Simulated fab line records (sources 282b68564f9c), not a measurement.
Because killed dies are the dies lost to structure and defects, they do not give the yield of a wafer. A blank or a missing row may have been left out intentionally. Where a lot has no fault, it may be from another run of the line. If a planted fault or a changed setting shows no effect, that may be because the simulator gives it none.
Which of the tools did it?	flow ritCmos	7 lots with 21 wafers sampled at 2 steps, on a route of 202 steps

== WHAT THE GAUGES SHOWED, per wafer ==
RIT_NRETRO_TW_MEAS_10.
lot	measured	on	NRETRO_TW
L355	day 2 21:13	filmMetro-04	1031 1029 1031
L357	day 3 03:49	filmMetro-01	1047 1054 1055
L361	day 3 18:49	filmMetro-03	1047 1043 1043
L364	day 4 12:58	filmMetro-03	1042 1040 1033
L369	day 5 12:37	filmMetro-03	30 30 30
L372	day 6 02:58	filmMetro-01	1054 1053 1053
L377	day 7 02:26	filmMetro-03	1052 1056 1049

== EACH LOT AND THE TOOL THAT RAN IT (in order: tool; ch and the chambers of the sampled wafers; start) ==
lot	RIT_PWELL_STRIP_09
L355	plasmaAsher-03 ch 0,1, day 2 12:01
L357	plasmaAsher-01 ch 0,1, day 2 20:46
L361	plasmaAsher-03 ch 0,1, day 3 11:34
L364	plasmaAsher-03 ch 0,1, day 4 05:28
L369	plasmaAsher-01 ch 0,1, day 5 04:41
L372	plasmaAsher-01 ch 0,1, day 5 18:02
L377	plasmaAsher-03 ch 0,1, day 6 18:54
- RIT_PWELL_STRIP_09: strips in O2, time 180 s.

== THE ANSWER, worked out from the rows above alone ==
Rule: what is usual is taken from the lots themselves. Put in order of their means at a reading, lots are off if they are a third of the lots or fewer, leave a main group of 4 or more, and stand apart from it by a gap of 3 or more times the standard deviation of the main group's means; of several such gaps the widest counts. If all means in a main group match to the digits the tables above print for the reading, that group is not used. A lot without any number at a reading at which 4 lots or more have one is off too. All remaining lots with rows at the step are treated as sound.
Off: L369, seen at RIT_NRETRO_TW_MEAS_10 (NRETRO_TW). For the main group the mean is 1045 and the standard deviation 8.5.
If a tool, at a process step before that reading, ran all the lots that are off and no sound lot after the first of them, it fits. The gauges at RIT_NRETRO_TW_MEAS_10 are tried like those tools. Not one of the candidates tried fits.

== WHAT THE SIMULATOR HAD INSERTED ==
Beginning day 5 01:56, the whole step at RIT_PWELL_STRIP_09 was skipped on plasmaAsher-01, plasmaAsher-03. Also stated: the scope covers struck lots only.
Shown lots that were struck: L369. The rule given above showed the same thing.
